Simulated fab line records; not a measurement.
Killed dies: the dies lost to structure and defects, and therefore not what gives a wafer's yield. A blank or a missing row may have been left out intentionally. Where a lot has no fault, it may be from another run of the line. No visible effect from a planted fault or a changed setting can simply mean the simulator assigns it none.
A struck lot beside a sound one ; flow rit cmos ; 43 out of 202 route steps
Sound: wafers L540.1, L540.2, L540.3. Wafers L546.1, L546.2, L546.4 were the ones struck. At the end, the cause is stated.
For every step that has rows: the tool of each side, followed by ch and its chambers, followed by its first start. Under that, the readings that differ: sound wafers ; struck wafers ; difference of the means ; sigmas: that difference in standard deviations of wafers without a fault.
alike: readings with means less than 2 such deviations apart, plus words and numbers identical on both sides. not compared: withheld readings, readings lacking a value on some wafer, bounds such as >300 that could conceal the same value, and numbers that have no deviation in the record and whose values overlap.
The two part at a step that has a row with sigmas, a row that says differs or no value, or rows on one side only. Numbers that don't overlap but have no deviation are shown without sigmas and don't part them. Lack of a reading on every wafer of one side parts them only where that side has two or more wafers.

first, 4 steps without rows for these wafers: RIT_GATE_SOFTBAKE_12 (time 60 s); RIT_GATE_EXPOSE_13 (exposes mask M6, target cd 150 nm); RIT_GATE_PEB_14; RIT_GATE_DEVELOP_15 (develop time 50 s).
RIT_GATE_CD_MEAS_16: the cd target is 150 nm.
  struck on cd sem-02, day 4 08:14; sound on cd sem-02, day 3 00:13
  alike: cd nm
RIT_GATE_OVL_MEAS_17:
  struck on overlay-01, day 4 08:21; sound on overlay-01, day 3 00:20
  alike: GATE_OVL
then, 1 step without rows for these wafers: RIT_GATE_HARDBAKE_18 (time 60 s).
RIT_GATE_ETCH_19: etches poly-Si in SF6/CHF3/O2, stops on SiO2, time 165 s, target depth 312.5 nm.
  sound on rie si-01 ch 0,1,3, day 3 00:31; struck on rie si-01 ch 0,1,3, day 4 08:33
  alike: O2_flow_sccm, drypump motor current A, oes product au, throttle valve pct
  not compared: rf hours counter h
RIT_GATE_STRIP_20: strips in O2, time 180 s.
  sound on plasma asher-01 ch 0,1, day 3 00:37; struck on plasma asher-02 ch 0,1, day 4 08:40
  alike: drypump motor current A, o2 flow sccm
  not compared: rf hours counter h
RIT_GATE_CD_MEAS_90: the cd target is 150 nm.
  struck on cd sem-01, day 4 08:50; sound on cd sem-01, day 3 00:48
  alike: cd nm
then, 2 steps without rows for these wafers: RIT_REOX_CLEAN_00 (cleans in SC1, time 600 s); RIT_REOX_CLEAN_01 (cleans in dHF, time 30 s).
RIT_REOX_CLEAN_02: cleans in SC2, time 600 s.
  sound on wet bench-04 ch 0, day 3 01:07; struck on wet bench-01 ch 0, day 4 09:08
then, 1 step without rows for these wafers: RIT_REOX_OXIDATION_03 (target thk 25.2 nm, ox time 5580 s).
RIT_REOX_THK_MEAS_04:
  struck on film metro-04, day 4 12:36; sound on film metro-01, day 3 04:51
  alike: REOX_OXIDE_THK
then, 6 steps without rows for these wafers: RIT_NLDD_HMDS_00 (prime time 60 s); RIT_NLDD_COAT_01 (resist thk 1000 nm); RIT_NLDD_SOFTBAKE_02 (time 60 s); RIT_NLDD_EXPOSE_03 (exposes mask M7, target cd 40700 nm); RIT_NLDD_PEB_04; RIT_NLDD_DEVELOP_05 (develop time 50 s).
RIT_NLDD_OVL_MEAS_06:
  struck on overlay-01, day 4 13:32; sound on overlay-01, day 3 05:46
  alike: NLDD_OVL
then, 2 steps without rows for these wafers: RIT_NLDD_HARDBAKE_07 (time 60 s); RIT_NLDD_IMPLANT_08.
RIT_NLDD_STRIP_09: strips in O2, time 180 s.
  sound on plasma asher-02 ch 0,1, day 3 06:06; struck on plasma asher-03 ch 0,1, day 4 13:56
  alike: drypump motor current A, o2 flow sccm
  not compared: rf hours counter h
RIT_NLDD_TW_MEAS_10:
  struck on film metro-02, day 4 14:07; sound on film metro-03, day 3 06:16
  alike: NLDD_TW
then, 6 steps without rows for these wafers: RIT_PLDD_HMDS_00 (prime time 60 s); RIT_PLDD_COAT_01 (resist thk 1000 nm); RIT_PLDD_SOFTBAKE_02 (time 60 s); RIT_PLDD_EXPOSE_03 (exposes mask M8, target cd 40900 nm); RIT_PLDD_PEB_04; RIT_PLDD_DEVELOP_05 (develop time 50 s).
RIT_PLDD_OVL_MEAS_06:
  struck on overlay-01, day 4 15:13; sound on overlay-01, day 3 07:11
  alike: PLDD_OVL
then, 2 steps without rows for these wafers: RIT_PLDD_HARDBAKE_07 (time 60 s); RIT_PLDD_IMPLANT_08.
RIT_PLDD_STRIP_09: strips in O2, time 180 s.
  sound on plasma asher-03 ch 0,1, day 3 07:31; struck on plasma asher-03 ch 0,1, day 4 15:33
  alike: drypump motor current A, o2 flow sccm
  not compared: rf hours counter h
RIT_PLDD_TW_MEAS_10:
  struck on film metro-03, day 4 15:43; sound on film metro-02, day 3 07:41
  alike: PLDD_TW
then, 4 steps without rows for these wafers: RIT_SPACER_CLEAN_00 (cleans in SC1, time 600 s); RIT_SPACER_CLEAN_01 (cleans in dHF, time 30 s); RIT_SPACER_CLEAN_02 (cleans in SC2, time 600 s); RIT_SPACER_CVD_03 (deposits Si3N4 from SiH2Cl2/NH3, target thk 250 nm, time 3300 s).
RIT_SPACER_THK_MEAS_04:
  struck on film metro-02, day 4 18:05; sound on film metro-04, day 3 10:03
  alike: SPACER_NITRIDE_THK
RIT_M1_PROBE_99:
  struck on prober-02, day 5 05:18; sound on prober-02, day 3 21:13
reading;sound;struck;difference;sigmas
model.etest.diode nwell sub.leak log10 a cm2;-7.734 -7.665 -7.473;-6.575 -6.706 -6.9;+0.897;
  alike: killed at contacts, killed at front end, killed dies, killed on rim, killed open, killed short

WHERE THEY PART
Nowhere in this record.

WHY: what had been put in by the simulator
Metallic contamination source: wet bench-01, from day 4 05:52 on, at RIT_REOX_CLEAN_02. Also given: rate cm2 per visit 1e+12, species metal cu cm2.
